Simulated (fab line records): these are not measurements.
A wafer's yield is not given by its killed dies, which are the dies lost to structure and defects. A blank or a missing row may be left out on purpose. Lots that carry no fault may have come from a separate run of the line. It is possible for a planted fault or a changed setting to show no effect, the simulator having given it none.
2 desks, one fault    flow ritCmos    each desk has only its own numbers; what lay behind them comes last

THE METROLOGY DESK
What the gauges read, lot by lot, whatever tool the lot ran on: means of the sampled wafers that have a number. Any lot whose mean is over 4 standard deviations away from the usual mean is out of limits and marked OUT; that distance is given in the brackets.
Columns: A = M1_AL_RS at RIT_M1_RS_MEAS_01, usual 0.0731 ohm/sq; B = M1_AL_THK at RIT_M1_THK_MEAS_02, usual 398 nm
lot   first seen here  A                  B
L290  day 3 13:06      0.0715             407
L291  day 3 17:35      0.0728             400
L292  day 4 01:17      0.0726             399
L293  day 4 04:07      0.0744             392
L294  day 4 07:37      0.0724             403
L295  day 4 13:29      0.0760             384
L297  day 5 01:52      0.0729             400
L298  day 5 07:29      0.0717             407
L305  day 6 19:08      0.0631 (-9.1) OUT  485 (+13) OUT
L307  day 7 02:39      0.0738             395
L308  day 7 05:23      0.0727             396
L310  day 7 18:11      0.0728             396
L311  day 7 22:25      0.0735             391
Per this desk, out of limits: L305; the first was L305, day 6 19:08 (M1_AL_RS at RIT_M1_RS_MEAS_01). Within limits: L290, L291, L292, L293, L294, L295, L297, L298, L307, L308, L310, L311.

TOOL OWNER'S DESK, pvdSputter-02
The tool's own readings at RIT_M1_SPUTTER_00 (material Al, target thk 400 nm, time 500 s): means of the sampled wafers that have a number, for each lot that ran on this tool. Any lot whose mean is over 4 standard deviations away from the usual mean is out of limits and marked OUT; that distance is given in the brackets.
Columns: A = throttleValvePct at RIT_M1_SPUTTER_00, usual 30.5 %
lot   first seen here  A
L290  day 3 12:47      31.1
L292  day 4 00:56      31.3
L294  day 4 07:19      31.0
L297  day 5 01:31      31.0
L298  day 5 07:12      31.6
L305  day 6 18:50      31.4
Result from this desk: across the 6 lots, nothing is out of limits.

PUT TOGETHER
The metrology desk could have raised an alarm at day 6 19:08, on L305.
The desk of the tool owner found nothing out of limits.
Tool owner's desk: L305 on record, inside its limits.
Of the lots named, all ran RIT_M1_SPUTTER_00 on pvdSputter-02.

WHAT THE SIMULATOR PUT IN
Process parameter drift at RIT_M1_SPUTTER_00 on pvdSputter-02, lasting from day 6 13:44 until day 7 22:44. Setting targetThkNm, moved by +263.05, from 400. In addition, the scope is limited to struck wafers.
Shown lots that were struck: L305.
Per desk, hours elapsed from the start of the fault to the first reading out of limits: for the metrology desk, 5.
